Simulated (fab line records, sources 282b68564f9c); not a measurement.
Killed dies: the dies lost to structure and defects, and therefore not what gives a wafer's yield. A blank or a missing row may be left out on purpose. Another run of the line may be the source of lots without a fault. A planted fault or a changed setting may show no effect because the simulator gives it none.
The tool behind it: which one? :: flow ritCmos :: Sampling: 14 lots, 42 wafers, 2 of 202 route steps

== WHAT THE GAUGES READ, wafer by wafer ==
No reading from a measuring or inspecting step in the record can be judged against a usual standard deviation.

== WHAT TOOL EACH LOT RAN ON (gives the tool, then ch and the chambers of the sampled wafers, and finally the start) ==
lot: L174
RIT_ACTIVE_SOFTBAKE_07: lithoTrack-04 ch 0, day 1 14:02
RIT_M1_PROBE_99: -

lot: L175
RIT_ACTIVE_SOFTBAKE_07: lithoTrack-04 ch 0, day 1 18:55
RIT_M1_PROBE_99: -

lot: L176
RIT_ACTIVE_SOFTBAKE_07: lithoTrack-04 ch 0, day 2 00:41
RIT_M1_PROBE_99: -

lot: L177
RIT_ACTIVE_SOFTBAKE_07: lithoTrack-02 ch 0, day 2 06:46
RIT_M1_PROBE_99: -

lot: L178
RIT_ACTIVE_SOFTBAKE_07: lithoTrack-04 ch 0, day 2 11:23
RIT_M1_PROBE_99: -

lot: L180
RIT_ACTIVE_SOFTBAKE_07: lithoTrack-04 ch 0, day 2 20:31
RIT_M1_PROBE_99: prober-02, day 4 17:47

lot: L181
RIT_ACTIVE_SOFTBAKE_07: lithoTrack-04 ch 0, day 3 01:51
RIT_M1_PROBE_99: -

lot: L182
RIT_ACTIVE_SOFTBAKE_07: lithoTrack-02 ch 0, day 3 07:47
RIT_M1_PROBE_99: -

lot: L183
RIT_ACTIVE_SOFTBAKE_07: lithoTrack-04 ch 0, day 3 11:40
RIT_M1_PROBE_99: prober-01, day 5 07:22

lot: L184
RIT_ACTIVE_SOFTBAKE_07: lithoTrack-02 ch 0, day 3 15:56
RIT_M1_PROBE_99: prober-02, day 5 15:39

lot: L186
RIT_ACTIVE_SOFTBAKE_07: lithoTrack-04 ch 0, day 4 02:44
RIT_M1_PROBE_99: -

lot: L190
RIT_ACTIVE_SOFTBAKE_07: lithoTrack-03 ch 0, day 4 21:56
RIT_M1_PROBE_99: -

lot: L192
RIT_ACTIVE_SOFTBAKE_07: lithoTrack-03 ch 0, day 5 07:53
RIT_M1_PROBE_99: -

lot: L197
RIT_ACTIVE_SOFTBAKE_07: lithoTrack-03 ch 0, day 6 08:53
RIT_M1_PROBE_99: -
- RIT_ACTIVE_SOFTBAKE_07: time 60 s.
- RIT_M1_PROBE_99

== WHAT THE TOOLS THEMSELVES READ (means of the sampled wafers that have a number; where no wafer has one, the mark that the record gives instead) ==
RIT_ACTIVE_SOFTBAKE_07. Usual: heaterPowerTotalW 34.57 W, standard deviation 0.047; plateTempC 89.99 C, standard deviation 0.12.
lot: L174
tool: lithoTrack-04
heaterPowerTotalW (W): 34.62
plateTempC (C): 90.04
flag: 

lot: L175
tool: lithoTrack-04
heaterPowerTotalW (W): 34.59
plateTempC (C): 90.09
flag: 

lot: L176
tool: lithoTrack-04
heaterPowerTotalW (W): 34.58
plateTempC (C): 89.89
flag: 

lot: L177
tool: lithoTrack-02
heaterPowerTotalW (W): 34.59
plateTempC (C): 89.76
flag: 

lot: L178
tool: lithoTrack-04
heaterPowerTotalW (W): 34.54
plateTempC (C): 89.91
flag: 

lot: L180
tool: lithoTrack-04
heaterPowerTotalW (W): 34.57
plateTempC (C): 89.91
flag: 

lot: L181
tool: lithoTrack-04
heaterPowerTotalW (W): 34.62
plateTempC (C): 89.97
flag: 

lot: L182
tool: lithoTrack-02
heaterPowerTotalW (W): 34.55
plateTempC (C): 90.00
flag: 

lot: L183
tool: lithoTrack-04
heaterPowerTotalW (W): 35.15
plateTempC (C): 91.17
flag: OFF

lot: L184
tool: lithoTrack-02
heaterPowerTotalW (W): 34.58
plateTempC (C): 90.09
flag: 

lot: L186
tool: lithoTrack-04
heaterPowerTotalW (W): 35.17
plateTempC (C): 90.95
flag: OFF

lot: L190
tool: lithoTrack-03
heaterPowerTotalW (W): 34.56
plateTempC (C): 90.06
flag: 

lot: L192
tool: lithoTrack-03
heaterPowerTotalW (W): 34.54
plateTempC (C): 89.98
flag: 

lot: L197
tool: lithoTrack-03
heaterPowerTotalW (W): 34.58
plateTempC (C): 90.02
flag: 

RIT_M1_PROBE_99. Usual: killed_at_M0_to_M3 0.0, standard deviation 0.14; killedAtContacts 0.1, standard deviation 0.26; killedAtFrontEnd 7, standard deviation 3.2; killedDies 7, standard deviation 3.2; killedOpen 3.2, standard deviation 2.1; killedShort 3.7, standard deviation 2.1.
lot: L180
tool: prober-02
killed_at_M0_to_M3: 0.0
killedAtContacts: 0.0
killedAtFrontEnd: 8
killedDies: 8
killedOpen: 2.3
killedShort: 5.3
flag: 

lot: L183
tool: prober-01
killed_at_M0_to_M3: 0.0
killedAtContacts: 0.0
killedAtFrontEnd: 9
killedDies: 9
killedOpen: 4.7
killedShort: 4.3
flag: 

lot: L184
tool: prober-02
killed_at_M0_to_M3: 0.0
killedAtContacts: 0.0
killedAtFrontEnd: 4
killedDies: 4
killedOpen: 1.3
killedShort: 2.7
flag: 

== THE ANSWER, worked out from the rows above alone ==
Rule: lot off if the mean of its wafers having a number is beyond 3 standard deviations from the usual mean. A lot without any number at a reading at which 4 lots or more have one is off too. Any other lot the step has rows for is counted as sound. Order of review: gauges by route order, followed by the tools' own readings, for which a lot's mean as printed above is used. The first step at which some lot is off is used, and at that step the reading that is off furthest; a lot without a number counts as furthest.
Off: L183, L186, at RIT_ACTIVE_SOFTBAKE_07 (heaterPowerTotalW).
If a tool, at that step or one of the process steps before it, ran each lot that is off and ran no sound lot following the first of them, it fits. One fits: RIT_ACTIVE_SOFTBAKE_07 on lithoTrack-04. Its last sound lot is L181 (day 3 01:51), its first lot that is off L183 (day 3 11:40): a fault that began between those two fits.
The tool's own readings at RIT_ACTIVE_SOFTBAKE_07 bear it out: on the lots that are off they differ by more than 5 times the standard deviation of the sound lots' means. heaterPowerTotalW reads 35.16 W there against 34.58 W on the sound lots; plateTempC reads 91.06 C there against 89.98 C on the sound lots.

== WHAT THE SIMULATOR HAD INSERTED ==
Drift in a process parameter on lithoTrack-04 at RIT_ACTIVE_SOFTBAKE_07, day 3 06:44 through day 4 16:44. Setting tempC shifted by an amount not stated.
Struck lots among those shown: L183, L186. The rule above reached the same finding.
